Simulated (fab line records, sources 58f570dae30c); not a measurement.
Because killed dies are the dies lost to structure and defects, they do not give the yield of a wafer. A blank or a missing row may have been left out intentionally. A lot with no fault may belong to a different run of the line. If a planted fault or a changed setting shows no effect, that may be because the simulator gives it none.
fab line records	flow berkeleyCmos170
record: lots: 6	wafers: 18	lastDay: 11
route steps=331 shown M3@315
lots untouched by any fault: they come from a run of this same line in which no faults occurred
startH: the number of hours between the record's first day and the start of the first shown wafer of the lot	waitH: time in hours since the lot's previous step	" identical to the entry in the row above	L1.1+2: a row that stands for several wafers	- either no value or no given start	* or withheld: withheld	< > ~ a bound
route shown NAME@n: NAME is a module with steps in the file, n the number in the route of the first one	usual: mean and standard deviation over wafers with no fault	same: alike in all rows	chamber/n: place in a boat	sites: readings site by site	_std_site: how widely they spread, as a standard deviation	_edge_site: the outer-site mean with the inner-site mean subtracted	radiusMm: how far each site lies from the wafer's centre	mask NAME#n: copy n	behind: the tool/chamber that last shaped the wafer	hold: what put the lot on hold/how long, in hours/how the hold closed	device: whichever transistor did not switch (one of n, p or np)	end of line: tests of these same wafers at the route's end	a step given without rows: its recipe and nothing more	killed: dies lost to structure and defects at the first sort, not the wafer's yield	map: the dies of a wafer, with x for killed, . for not killed, _ for no die there
set.NAME: the setting the step ran with; set.NAME@STEP: the setting that earlier step ran with	model.NAME: the simulator's own value behind a step, which no gauge read
lots at selected steps of the route; one table per step, one row per wafer
services: the hour from which a tool's chamber was out of use, counted from the record's first day as startH (under 0 if before that day), plus the number of hours and why
== steps ==
step: UCB170_M3_SOFTBAKE_06
recipe: resist: KrF	tempC: 130	timeS: 60
step: UCB170_M3_STRIP_07
recipe: chemistry: O2	powerW: 400	pressureMtorr: 3500	platenTempC: withheld	o2FlowSccm: 400	overashFraction: 0.5
usual: drypumpMotorCurrentA: 5.8/0.31	oesProductAu: 0.735/0.0046	stripTimeToEndpointS: 21.98/0.058
same: overashFraction: 0.5
lot.wafer	tool	chamber	startH	waitH	drypumpMotorCurrentA	oesProductAu	rfHoursCounterH	stripTimeToEndpointS
L178.2	plasmaAsher-01	0	157.88	0.1	5.4	0.734	45	22.04
L178.3	"	0	"	"	5.4	0.744	-	21.96
L178.5	"	1	"	"	5.8	0.740	-	22.00
L184.1	plasmaAsher-04	0	204.85	0.1	6.2	0.737	11	21.96
L184.4	"	1	"	"	5.8	0.735	-	21.97
L184.6	"	1	"	"	5.8	0.737	-	21.95
L192.1	plasmaAsher-01	0	242.78	0.1	5.3	0.734	52	21.88
L192.3	"	1	"	"	5.8	0.740	-	21.89
L192.5	"	0	"	"	5.3	0.738	-	21.85
L195.1	plasmaAsher-04	1	256.58	0.1	5.8	0.730	18	21.93
L195.2	"	0	"	"	6.2	0.735	18	21.93
L195.5	"	1	"	"	5.8	0.742	-	21.94
L196.2	plasmaAsher-03	0	257.48	0.1	6.2	0.733	47	22.05
L196.4	"	0	"	"	6.2	0.736	-	22.03
L196.6	"	1	"	"	5.5	0.740	-	21.97
L193.2	plasmaAsher-01	0	258.46	0.1	5.3	0.729	54	21.90
L193.4	"	1	"	"	5.8	0.736	-	21.88
L193.5	"	0	"	"	5.4	0.731	-	21.91
step: UCB170_M3_STRIP_08
recipe: chemistry: DMSO	tempC: 80	timeS: 600	material: KrF
step: UCB170_M3_COAT_09
recipe: resist: BARC	tempC: withheld	timeS: withheld	spinRpm: 3000	resistThkNm: withheld
step: UCB170_M3_COAT_10
recipe: resist: KrF	spinRpm: 1500	resistThkNm: 900
step: UCB170_M3_SOFTBAKE_11
recipe: resist: KrF	tempC: 130	timeS: 60
step: UCB170_M3_EXPOSE_12
recipe: maskId: METAL3	targetCdNm: 700	na: 0.5	sigmaOuter: 0.6	sourceShape: conventional	doseMj: 26
step: UCB170_M3_PEB_13
recipe: pebTempC: 130	pebTimeS: withheld	resist: KrF
step: UCB170_M3_DEVELOP_14
recipe: developer: TMAH	developTimeS: 45	resist: KrF	devTempC: 21
step: UCB170_M3_CD_MEAS_15
recipe: targetCdNm: 700
usual: cdNm: 700.0/1.4
lot.wafer	tool	chamber	startH	waitH	cdNm
L178.2	cdSem-01	-	161.66	-	698.8
L178.3	"	-	"	"	701.8
L178.5	"	-	"	"	700.5
L184.1	cdSem-02	-	207.65	-	699.2
L184.4	"	-	"	"	698.9
L184.6	"	-	"	"	699.3
L192.1	cdSem-01	-	244.64	-	703.1
L192.3	"	-	"	"	701.3
L192.5	"	-	"	"	700.8
L195.1	cdSem-02	-	258.76	-	701.0
L195.2	"	-	"	"	698.7
L195.5	"	-	"	"	701.3
L196.2	cdSem-02	-	259.78	-	700.3
L196.4	"	-	"	"	701.8
L196.6	"	-	"	"	702.2
L193.2	cdSem-02	-	260.60	-	699.1
L193.4	"	-	"	"	699.7
L193.5	"	-	"	"	700.7
step: UCB170_M3_OVL_MEAS_16
usual: M3_OVL: -2/5
lot.wafer	tool	chamber	startH	waitH	M3_OVL[nm]
L178.2	overlay-02	-	161.77	0.1	4
L178.3	"	-	"	"	-3
L178.5	"	-	"	"	1
L184.1	overlay-01	-	207.77	0.1	-1
L184.4	"	-	"	"	-8
L184.6	"	-	"	"	-6
L192.1	overlay-02	-	244.76	0.1	-2
L192.3	"	-	"	"	-9
L192.5	"	-	"	"	-7
L195.1	overlay-02	-	258.88	0.1	2
L195.2	"	-	"	"	6
L195.5	"	-	"	"	4
L196.2	overlay-02	-	259.89	0.1	1
L196.4	"	-	"	"	-1
L196.6	"	-	"	"	-6
L193.2	overlay-01	-	260.71	0.1	-8
L193.4	"	-	"	"	0
L193.5	"	-	"	"	-5
step: UCB170_M3_ETCH_17
recipe: chemistry: N2/H2	targetDepthA: withheld	overetchA: withheld	target: BARC	timeS: withheld	sourceW: 500	biasW: 100	pressureMtorr: 30	n2FlowSccm: 100	h2FlowSccm: 200
usual: drypumpMotorCurrentA: 5.9/0.5	oesProductAu: 1.00/0.033	throttleValvePct: 13.32/0.19
lot.wafer	tool	chamber	startH	waitH	drypumpMotorCurrentA	oesProductAu	throttleValvePct
L178.2	rieDiel-04	3	161.80	0.0	6.0	0.96	13.16
L178.3	"	1	"	"	5.0	1.01	13.07
L178.5	"	3	"	"	6.0	0.96	13.18
L184.1	rieDiel-04	0	207.80	0.0	5.7	1.01	13.40
L184.4	"	2	"	"	5.4	1.02	13.16
L184.6	"	0	"	"	5.7	1.01	13.40
L192.1	rieDiel-03	0	244.80	0.0	6.4	0.95	13.31
L192.3	"	1	"	"	5.9	1.03	13.18
L192.5	"	2	"	"	6.6	1.01	13.24
L195.1	rieDiel-01	0	258.92	0.0	6.0	0.94	13.38
L195.2	"	3	"	"	5.7	1.00	13.25
L195.5	"	3	"	"	5.6	0.99	13.26
L196.2	rieDiel-01	1	259.92	0.0	5.6	1.02	13.79
L196.4	"	0	"	"	6.0	0.96	13.38
L196.6	"	3	"	"	5.6	1.00	13.24
L193.2	rieDiel-04	1	260.74	0.0	5.0	1.01	13.08
L193.4	"	2	"	"	5.4	1.03	13.17
L193.5	"	1	"	"	5.0	1.02	13.07
step: UCB170_M3_METAL_ETCH_18
recipe: chemistry: Cl2/BCl3	target: Al	stopOn: SiO2	pressureMtorr: 12	targetDepthA: 11700	overEtchFrac: 0.3	timeS: 195	icpW: 600	biasW: 120	Cl2_flow_sccm: 90	bcl3FlowSccm: 45
usual: drypumpMotorCurrentA: 5.8/0.47	oesProductAu: 0.854/0.013	throttleValvePct: 24.41/0.23
lot.wafer	tool	chamber	startH	waitH	drypumpMotorCurrentA	oesProductAu	rfHoursCounterH	throttleValvePct	model.M3.featureDepthNm	model.KrF_of_M3_COAT_10.thkNm	model.etch.depthNm
L178.2	rieMetal-01	0	161.84	-	6.2	0.857	7	24.25	964.8	198.5	906.5
L178.3	"	1	"	"	5.4	0.858	-	24.36	950.1	233.8	895.5
L178.5	"	0	"	"	6.3	0.857	-	24.27	963.5	195.5	905.2
L184.1	rieMetal-01	1	207.84	-	5.4	0.844	11	24.37	923.6	228.9	869
L184.4	"	0	"	"	6.2	0.845	-	24.28	939	185.2	879.8
L184.6	"	0	"	"	6.2	0.842	-	24.27	935.9	183	876.5
L192.1	rieMetal-01	0	244.84	-	6.2	0.858	8	24.26	965.5	192.9	906.6
L192.3	"	0	"	"	6.2	0.849	-	24.27	963.6	192.9	904.6
L192.5	"	1	"	"	5.4	0.711	-	24.43	619.6	532	619.6
L195.1	rieMetal-02	1	258.96	-	6.0	0.861	15	24.51	956.9	209	899.3
L195.2	"	0	"	"	6.3	0.839	4	24.81	965.3	190.7	908.1
L195.5	"	0	"	"	6.3	0.836	-	24.79	956.1	195	899.1
L196.2	rieMetal-04	1	259.96	-	5.4	0.835	11	24.60	927.5	216.5	870.9
L196.4	"	0	"	"	5.1	0.869	-	24.06	938.3	217.1	882.4
L196.6	"	0	"	"	5.1	0.886	-	24.07	953.1	220	897.7
L193.2	rieMetal-01	0	260.78	-	6.2	0.860	9	24.26	968.2	188.6	909.2
L193.4	"	1	"	"	5.4	0.710	-	24.44	618.3	530	618.3
L193.5	"	1	"	"	5.4	0.710	-	24.43	622.2	524.8	622.2
step: UCB170_M3_STRIP_19
recipe: chemistry: O2	powerW: 400	pressureMtorr: 3500	platenTempC: withheld	o2FlowSccm: 400	overashFraction: 0.5
usual: drypumpMotorCurrentA: 5.8/0.31	oesProductAu: 0.541/0.018
same: overashFraction: 0.5
lot.wafer	tool	chamber	startH	waitH	drypumpMotorCurrentA	oesProductAu	rfHoursCounterH
L178.2	plasmaAsher-03	1	162.03	0.1	5.4	0.529	37
L178.3	"	0	"	"	6.2	0.561	-
L178.5	"	1	"	"	5.5	0.530	-
L184.1	plasmaAsher-04	1	208.03	0.1	5.8	0.558	12
L184.4	"	1	"	"	5.8	0.512	-
L184.6	"	0	"	"	6.2	0.512	-
L192.1	plasmaAsher-01	0	245.03	0.1	5.3	0.521	52
L192.3	"	0	"	"	5.3	0.523	-
L192.5	"	1	"	"	5.8	0.717	-
L195.1	plasmaAsher-04	0	259.14	0.1	6.2	0.538	18
L195.2	"	1	"	"	5.8	0.525	18
L195.5	"	0	"	"	6.2	0.528	-
L196.2	plasmaAsher-03	1	260.14	0.1	5.5	0.546	47
L196.4	"	0	"	"	6.2	0.553	-
L196.6	"	0	"	"	6.2	0.557	-
L193.2	plasmaAsher-01	0	260.97	0.1	5.3	0.520	54
L193.4	"	1	"	"	5.8	0.719	-
L193.5	"	0	"	"	5.3	0.719	-
step: UCB170_M3_CD_MEAS_90
recipe: targetCdNm: 700
usual: cdNm: 701/4.2
lot.wafer	tool	chamber	startH	waitH	cdNm
L178.2	cdSem-01	-	162.15	0.1	696
L178.3	"	-	"	"	699
L178.5	"	-	"	"	697
L184.1	cdSem-01	-	208.13	0.1	703
L184.4	"	-	"	"	699
L184.6	"	-	"	"	698
L192.1	cdSem-02	-	245.13	0.1	708
L192.3	"	-	"	"	703
L192.5	"	-	"	"	727
L195.1	cdSem-02	-	259.24	0.1	700
L195.2	"	-	"	"	694
L195.5	"	-	"	"	696
L196.2	cdSem-02	-	260.26	0.1	704
L196.4	"	-	"	"	706
L196.6	"	-	"	"	706
L193.2	cdSem-02	-	261.09	0.1	697
L193.4	"	-	"	"	722
L193.5	"	-	"	"	720
step: UCB170_M3_BOW_MEAS_20
recipe: mode: bow
usual: M3_BOW: 35/6.9
lot.wafer	tool	chamber	startH	waitH	M3_BOW[um]
L178.2	filmMetro-03	-	162.27	0.1	46
L178.3	"	-	"	"	41
L178.5	"	-	"	"	40
L184.1	filmMetro-03	-	208.25	0.1	20
L184.4	"	-	"	"	28
L184.6	"	-	"	"	33
L192.1	filmMetro-02	-	245.25	0.1	31
L192.3	"	-	"	"	49
L192.5	"	-	"	"	43
L195.1	filmMetro-02	-	259.36	0.1	31
L195.2	"	-	"	"	19
L195.5	"	-	"	"	38
L196.2	filmMetro-04	-	260.38	0.1	39
L196.4	"	-	"	"	41
L196.6	"	-	"	"	31
L193.2	filmMetro-04	-	261.21	0.1	32
L193.4	"	-	"	"	39
L193.5	"	-	"	"	41
step: UCB170_M3_PROBE_99
lot.wafer	tool	chamber	startH	waitH	model.etest.antennaM2.short	model.etest.antennaM3.overLimit	model.etest.antennaM3.short	model.etest.antennaM2.overLimit
L178.2+3+5	prober-01	-	162.44	0.2	0	0	0	0
L184.1+4+6	prober-02	-	208.37	0.1	0	0	0	0
L192.1	prober-01	-	245.37	0.1	0	0	0	0
L192.5	prober-01	-	245.57	0.2	1	1	1	1
L195.1+2+5	prober-01	-	259.48	0.1	0	0	0	0
L196.2+4+6	prober-02	-	260.53	0.1	0	0	0	0
L193.2	prober-01	-	261.36	0.1	0	0	0	0
L193.4+5	prober-01	-	261.46	0.2	1	1	1	1
killed by level:class
L178.2 START:geometricParticle:short=1 GATE:geometricParticle:short=1
L178.3 SCREENOX:geometricParticle:short=1 SPACER:geometricParticle:open=1 SILICIDE:geometricParticle:short=1 M2:geometricParticle:short=1 M3:geometricParticle:short=1 ACTIVE:areaEtch=1
L178.5 FIELD:geometricParticle:short=1 SCREENOX:geometricParticle:open=1 GATE:geometricParticle:open=1 GATE:geometricParticle:short=1
L184.1 GATE:geometricParticle:open=1 M3:geometricParticle:open=1 ACTIVE:areaEtch=1
L184.6 NSD:coatMicrobubblePrinted=2 GATE:geometricParticle:open=1 GATE:geometricParticle:short=1 M1:geometricParticle:open=1 V1:geometricParticle:open=1
L195.1 SACOX:geometricParticle:open=1 CONTACT:geometricParticle:short=1
L195.2 ACTIVE:areaEtch=6 ACTIVE:geometricParticle:short=1 SPACER:geometricParticle:short=1 CONTACT:geometricParticle:open=1 V1:geometricParticle:open=1
L195.5 PWELL:areaEtch=8 ACTIVE:areaEtch=2 GATE:geometricParticle:open=1
L196.2 SPACER:geometricParticle:open=1 PWELL:areaEtch=1
L196.4 SPACER:geometricParticle:open=1 CONTACT:geometricParticle:open=1 V1:geometricParticle:open=1 M2:geometricParticle:short=1
L196.6 START:geometricParticle:short=1 GATE:geometricParticle:short=1 M1:geometricParticle:short=1 V1:geometricParticle:open=1
== services ==
tool	chamber	startH	hours	kind
rieDiel-04	2	151.92	-	clean
rieDiel-04	2	151.92	18.8	scheduledDown
rieDiel-04	2	151.92	18.8	ventCycle
rieMetal-04	1	187.95	49.4	repair
rieMetal-01	-	190.03	14.6	pm
rieMetal-04	-	190.04	2.8	pm
rieDiel-01	-	198.21	0.3	repair
rieDiel-01	2	209.91	3.7	repair
rieMetal-02	0	218.96	17.5	repair
rieMetal-02	-	220.84	0.8	repair
rieDiel-01	-	227.85	0.4	repair
rieMetal-04	0	237.39	-	clean
rieMetal-04	0	237.39	22.3	scheduledDown
rieMetal-04	0	237.39	22.3	ventCycle
plasmaAsher-01	-	240.03	2.6	repair
rieDiel-04	2	240.14	12.7	repair
rieMetal-04	-	245.09	1.3	repair
rieDiel-03	0	253.56	4.2	repair
== key ==
firstSign: step: UCB170_M3_METAL_ETCH_18	reading: oesProductAu	direction: down	sigmas: 11	usual: 0.854	struck: 0.710
effect: step: UCB170_M3_STRIP_19	reading: oesProductAu	direction: up	sigmas: 9.7	usual: 0.541	struck: 0.718
effect: step: UCB170_M3_CD_MEAS_90	reading: cdNm	direction: up	sigmas: 5.4	usual: 701	struck: 723
modelEffect: step: UCB170_M3_METAL_ETCH_18	value: M3.featureDepthNm	without: 963.3	struck: 620
modelEffect: step: UCB170_M3_PROBE_99	value: etest.antennaM2.short	without: 0	struck: 1
metAt UCB170_M3_METAL_ETCH_18
struckWafers L192.5,L193.4,L193.5
laterRowsLeftOut L192.5,L193.4,L193.5
sortLeftOut L192.5,L193.4,L193.5
onsetBetween 207.84 244.84
fault: kind: processParameterDrift	tool: rieMetal-01	chamber: 1	onsetH: 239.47	steps: UCB170_M3_METAL_ETCH_18	channel: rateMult	offset: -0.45	shape: step	endH: 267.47
sortLeftOut: the simulated sort isn't trusted on such a fault, so these wafers' sort isn't shown, and their yield isn't known
laterRowsLeftOut: the simulator's readings of these wafers behind a module that went badly wrong aren't trusted and aren't shown, but for the sort
